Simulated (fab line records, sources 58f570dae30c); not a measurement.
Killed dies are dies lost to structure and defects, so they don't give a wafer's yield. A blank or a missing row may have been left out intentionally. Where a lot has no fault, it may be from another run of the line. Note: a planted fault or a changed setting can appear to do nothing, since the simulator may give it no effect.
Problem report in the 8D (eight disciplines) form, filled by code -- flow berkeley cmos170 -- the parts of the form that need people (team, actions taken, sign-off) are left out

== 1. WHAT IS WRONG ==
Across 6 wafers from 2 lots, NLDD_RS at UCB170_SDANNEAL_RS_MEAS_05 averages 643.1 ohm/sq, while fault-free wafers read 616.2 ohm/sq with a standard deviation of 1.3. Relative to the usual mean, that is a shift of +21 standard deviations.
The step: measures by four-point-probe.
First observed at day 10 05:47: wafer L237.1, on film metro-04. The record has a number at this step for 42 wafers belonging to 14 lots. Rule for "out", or "out of limits": more than 4 standard deviations from the usual mean. The rest of the wafers with a number are treated as sound.

== 2. WHAT IT IS AND WHAT IT IS NOT ==
question,is,is not
which readings at this step,NLDD_RS,-
which lots,"L237, L241","L226, L228, L229, L230, L231, L232, L233, L234, L240, L244, L245, L247"
which wafers of those lots,all that have a number,-
read on which gauges,"film metro-03, film metro-04",film metro-01
when,from day 10 05:47,"up to then (24 sound wafers); but 12 sound wafers of L240, L244, L245, L247 came after"

== 3. WHAT RULES OUT EACH SUSPECT ==
Counting: a tool at any process step up to the reading remains a suspect when it ran all the lots that are out and ran no sound lot after the first of those.
- the gauge at UCB170_SDANNEAL_RS_MEAS_05 is ruled out. The wafers that are out were read on 2 gauges (film metro-03, film metro-04).
- implanter-03 at UCB170_NLDD_IMPLANT_08: kept. It processed each lot that is out, first L237 at day 9 18:57, and no sound lot thereafter; up to then, the last sound lot it processed was L233 at day 9 03:31. Its own readings are out on those wafers: dose ions cm2, faraday current uA.
The count leaves implanter-03 at UCB170_NLDD_IMPLANT_08.

== 4. THE CAUSE (what the simulator had put in) ==
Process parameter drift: implanter-03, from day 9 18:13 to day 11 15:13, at UCB170_NLDD_IMPLANT_08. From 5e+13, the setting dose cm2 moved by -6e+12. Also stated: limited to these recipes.
This tool alone remained once counting was done.

== 5. SEQUENCE OF EFFECTS, ordered by route ==
Each row: a reading where the mean over the struck wafers with a number is more than 3 standard deviations away from the usual. Only readings whose record carries a usual standard deviation are examined. hours: median over the lots of the time between each lot's start at the first step of this table that gives one and its start at this step. sigmas: the change, counted in usual standard deviations.
hours,step,reading,usual,on struck wafers,change,sigmas
0,UCB170_NLDD_IMPLANT_08,dose ions cm2,5.001e+13,4.398e+13,-6.033e+12,-99 or more
0,UCB170_NLDD_IMPLANT_08,faraday current uA,159,139,-20,-6.1
11,UCB170_SDANNEAL_RS_MEAS_05,NLDD_RS,616.2 ohm/sq,643.1,+26.9,+21
The process steps in it:
- UCB170_NLDD_IMPLANT_08
Later steps that measure or inspect, where all struck wafers having a row at the step show a number for every such reading and not one has moved that far: UCB170_SILICIDE_THK_MEAS_03, UCB170_V1_BOW_MEAS_03.

== 6. HOW IT WOULD HAVE BEEN CAUGHT EARLIER ==
Counted from the fault's start at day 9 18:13, it took 12 hours until the first out-of-limits reading at a measuring or inspecting step in this record, taken at day 10 05:47.
The tool's own readings at UCB170_NLDD_IMPLANT_08 were out on every struck wafer that the step has a row for (dose ions cm2, faraday current uA): an alarm limit on them would have fired on the first of those.
Of the lots that are out (2), L241 began UCB170_NLDD_IMPLANT_08 on implanter-03 after day 10 05:47. Holding the tool at that time would have saved it.
